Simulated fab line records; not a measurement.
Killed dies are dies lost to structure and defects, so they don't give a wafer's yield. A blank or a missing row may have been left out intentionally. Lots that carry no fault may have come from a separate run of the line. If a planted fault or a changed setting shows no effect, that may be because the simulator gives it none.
2 desks looking at one fault	flow berkeley-cmos170	what lay behind the numbers comes last; until then each desk has only its own

## FOR THE TOOL OWNER'S DESK: rie-diel-01
The tool's own readings at UCB170_V1_ETCH_14 (etches SiO2 in CHF3/CF4/Ar, stops on Al, target depth 1250 nm, time 291 s): means of the sampled wafers that have a number, for each lot that ran on this tool. Marked OUT: a lot whose mean sits more than 4 standard deviations from the usual mean, which makes it out of limits; the brackets give that distance.
Columns: A = drypump-motor-current-A at UCB170_V1_ETCH_14, usual 5.8 A; B = oes-product-au at UCB170_V1_ETCH_14, usual 0.872 a.u.; C = throttle-valve-pct at UCB170_V1_ETCH_14, usual 7.03 %
lot	first seen here	A	B	C
L650	day 8 06:29	5.6	0.869	7.07
L649	day 8 09:55	5.2	0.865	7.21
L653	day 9 11:43	5.4	0.865	6.99
L669	day 12 17:43	5.5	0.860	7.17
This desk found nothing out of limits on any of the 4 lots.

## METROLOGY DESK
What the gauges read, lot by lot, whatever tool the lot ran on: means of the sampled wafers that have a number. Marked OUT: a lot whose mean sits more than 4 standard deviations from the usual mean, which makes it out of limits; the brackets give that distance.
Columns: A = cd-nm at UCB170_CONTACT_CD_MEAS_90, usual 699.7 nm; B = cd-nm at UCB170_M2_CD_MEAS_15, usual 700.2 nm
lot	first seen here	A	B
L650	day 7 23:45	700.2	699.3
L651	day 8 01:03	699.0	702.0
L649	day 8 03:50	700.2	700.8
L653	day 9 05:38	700.2	699.2
L656	day 9 13:21	698.8	699.1
L661	day 10 13:59	697.5	699.1
L664	day 11 02:35	701.3	700.9
L663	day 11 03:43	699.4	700.7
L665	day 11 11:55	700.1	701.2
L666	day 11 12:16	700.8	700.2
L668	day 11 18:55	698.6	700.3
L670	day 12 10:37	700.3	698.6
L669	day 12 11:32	699.5	699.5
This desk found nothing out of limits on any of the 13 lots.

## PUT TOGETHER
The desk of the tool owner found nothing out of limits.
The metrology desk saw nothing out of limits.

## WHAT HAD BEEN PUT IN BY THE SIMULATOR
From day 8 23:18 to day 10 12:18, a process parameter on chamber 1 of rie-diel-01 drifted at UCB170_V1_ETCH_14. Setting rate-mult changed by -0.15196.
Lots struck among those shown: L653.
